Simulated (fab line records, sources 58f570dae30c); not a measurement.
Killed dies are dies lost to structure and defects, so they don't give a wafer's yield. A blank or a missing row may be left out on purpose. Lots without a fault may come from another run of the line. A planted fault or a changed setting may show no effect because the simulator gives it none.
Tool commonality check | flow berkeley_cmos170 | 14 lots, 42 wafers sampled

WHY IT WAS OPENED
At UCB170_SDANNEAL_RS_MEAS_04 the reading PLDD_RS is flagged on 2 of 14 lots. Wafers without a fault read 1032.4 ohm/sq, standard deviation 2.5.
Rule: a lot is flagged when every wafer of it that has a number lies more than 4 standard deviations from that mean, or none has a number. The other lots count as sound.

lot  | measured     | on            | PLDD_RS (ohm/sq), wafer by wafer | flag
L453 | day 7 17:56  | film_metro-03 | 1031.3 1032.9 1035.3             |
L457 | day 8 16:15  | film_metro-04 | 1026.7 1027.0 1032.9             |
L455 | day 8 16:48  | film_metro-03 | 1032.4 1032.9 1035.5             |
L463 | day 9 12:50  | film_metro-03 | 1031.3 1026.3 1031.4             |
L460 | day 9 13:23  | film_metro-03 | 1034.1 1036.7 1033.4             |
L464 | day 9 21:31  | film_metro-03 | 1030.8 1035.9 1034.7             |
L465 | day 9 21:56  | film_metro-04 | 1031.5 1032.6 1033.3             |
L466 | day 10 13:09 | film_metro-03 | 1014.6 1016.8 1014.6             | FLAGGED
L469 | day 11 01:10 | film_metro-01 | 1017.9 1020.6 1013.1             | FLAGGED
L467 | day 11 01:29 | film_metro-04 | 1029.9 1033.0 1027.9             |
L471 | day 11 01:38 | film_metro-01 | 1031.7 1029.0 1033.3             |
L472 | day 12 00:01 | film_metro-04 | 1033.2 1031.4 1032.8             |
L473 | day 12 00:13 | film_metro-03 | 1029.3 1031.9 1029.3             |
L474 | day 12 00:35 | film_metro-01 | 1037.5 1034.3 1035.4             |
The numbers of the flagged lots are 1016.3 ohm/sq on average: -16.1 ohm/sq against the usual, or -6 standard deviations.

WHICH TOOL RAN EACH LOT
The record holds 1 process step before the reading, out of a route of 331 steps. In each cell: the tool, then ch and the chambers that the sampled wafers went through, then the start.
lot  | flag    | UCB170_PLDD_IMPLANT_09
L453 |         | implanter-04 ch 0, day 7 05:34
L457 |         | implanter-03 ch 0, day 8 03:13
L455 |         | implanter-04 ch 0, day 8 02:55
L463 |         | implanter-04 ch 0, day 9 00:31
L460 |         | implanter-04 ch 0, day 9 01:17
L464 |         | implanter-01 ch 0, day 9 07:55
L465 |         | implanter-04 ch 0, day 9 07:46
L466 | FLAGGED | implanter-04 ch 0, day 10 00:28
L469 | FLAGGED | implanter-04 ch 0, day 10 10:47
L467 |         | implanter-03 ch 0, day 10 10:51
L471 |         | implanter-01 ch 0, day 10 11:03
L472 |         | implanter-03 ch 0, day 11 10:40
L473 |         | implanter-01 ch 0, day 11 11:17
L474 |         | implanter-03 ch 0, day 11 12:38
What these steps do:
- UCB170_PLDD_IMPLANT_09
- UCB170_SDANNEAL_RS_MEAS_04: measures by four-point-probe.

FLAGGED OVER TOTAL, TOOL BY TOOL (the gauges that took the reading come last)
step                       | tool          | lots run | flagged | share of the flagged lots | sound lots run after its first flagged lot
UCB170_PLDD_IMPLANT_09     | implanter-01  | 3        | 0       | none                      | -
UCB170_PLDD_IMPLANT_09     | implanter-03  | 4        | 0       | none                      | -
UCB170_PLDD_IMPLANT_09     | implanter-04  | 7        | 2       | all                       | 0
UCB170_SDANNEAL_RS_MEAS_04 | film_metro-01 | 3        | 1       | some                      | 2 (L471,L474)
UCB170_SDANNEAL_RS_MEAS_04 | film_metro-03 | 7        | 1       | some                      | 1 (L473)
UCB170_SDANNEAL_RS_MEAS_04 | film_metro-04 | 4        | 0       | none                      | -

WHAT THE TABLE ALLOWS
1 row of the table ran every flagged lot: implanter-04 at UCB170_PLDD_IMPLANT_09.
- implanter-04 at UCB170_PLDD_IMPLANT_09: 2 of its 7 lots flagged. Its last sound lot is L465 (day 9 07:46), its first flagged lot L466 (day 10 00:28): a fault that began between those two fits. Its own readings lie more than 4 standard deviations out on every wafer of the flagged lots: dose_ions_cm2.
One tool is left: implanter-04 at UCB170_PLDD_IMPLANT_09.

WHAT THE SIMULATOR HAD PUT IN
Process parameter drift: implanter-04, from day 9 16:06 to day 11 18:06, at UCB170_PLDD_IMPLANT_09. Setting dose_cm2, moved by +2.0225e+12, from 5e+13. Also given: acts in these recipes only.
Lots struck among those shown: L466, L469. The rule above found the same.
